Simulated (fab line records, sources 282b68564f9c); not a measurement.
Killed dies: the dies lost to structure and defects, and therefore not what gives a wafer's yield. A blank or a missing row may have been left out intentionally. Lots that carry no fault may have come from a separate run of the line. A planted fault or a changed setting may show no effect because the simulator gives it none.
Code-filled problem report in 8D (eight disciplines) form || flow ritCmos || the parts of the form that need people (team, actions taken, sign-off) are left out

1. PROBLEM STATEMENT
Mean of beamEnergyKeV at RIT_PWELL_IMPLANT_08: 172.00 across 6 wafers in 2 lots; on wafers with no fault it is 170.00 (standard deviation 0.053). That is +38 standard deviations from the usual mean.
Earliest sighting: wafer L301.2 on implanter-02 at day 4 23:00. The record holds 42 wafers of 14 lots with a number at this step. Rule for "out", or "out of limits": more than 4 standard deviations from the usual mean. Any other wafer with a number is counted as sound.

2. WHAT THIS IS AND IS NOT
{"question": "which readings at this step", "is": "beamEnergyKeV", "is not": "-"}
{"question": "which lots", "is": "L301, L302", "is not": "L287, L288, L289, L290, L293, L295, L296, L297, L298, L308, L309, L310"}
{"question": "which wafers of those lots", "is": "all that have a number", "is not": "-"}
{"question": "read on which tools", "is": "implanter-02", "is not": "implanter-03, implanter-04"}
{"question": "when", "is": "from day 4 23:00", "is not": "up to then (27 sound wafers); but 9 sound wafers of L308, L309, L310 came after"}

3. THE SUSPECTS, EACH WITH WHAT RULES IT OUT
Counting: a tool stays on the suspect list if, at a process step up to the reading, it processed all lots that are out and no sound lot following the first of them.
- implanter-02 at RIT_PWELL_IMPLANT_08: kept. All lots that are out passed through it, beginning with L301 at day 4 23:00, and no sound lot followed; its final sound lot before that point was L298 at day 4 08:02. Out on those wafers are its own readings of beamEnergyKeV.
Remaining after the count: implanter-02 at RIT_PWELL_IMPLANT_08.

4. THE CAUSE (what the simulator had put in)
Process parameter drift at RIT_PWELL_IMPLANT_08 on implanter-02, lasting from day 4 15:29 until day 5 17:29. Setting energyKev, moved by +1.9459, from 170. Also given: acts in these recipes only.
This tool alone remained once counting was done.

5. SEQUENCE OF EFFECTS, ordered by route
One row per reading whose mean, taken over the struck wafers that have a number, lies over 3 standard deviations from the usual. Only readings whose record carries a usual standard deviation are examined. hours: median over the lots of the time between each lot's start at the first step of this table that gives one and its start at this step. sigmas: the change, counted in usual standard deviations.
{"hours": 0, "step": "RIT_PWELL_IMPLANT_08", "reading": "beamEnergyKeV", "usual": 170.00, "on struck wafers": 172.00, "change": "+2.00", "sigmas": "+38"}
The process steps in it:
- RIT_PWELL_IMPLANT_08

6. HOW IT WOULD HAVE BEEN CAUGHT EARLIER
In this record the first reading out of limits was taken at day 4 23:00, 8 hours after the fault began at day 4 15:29.
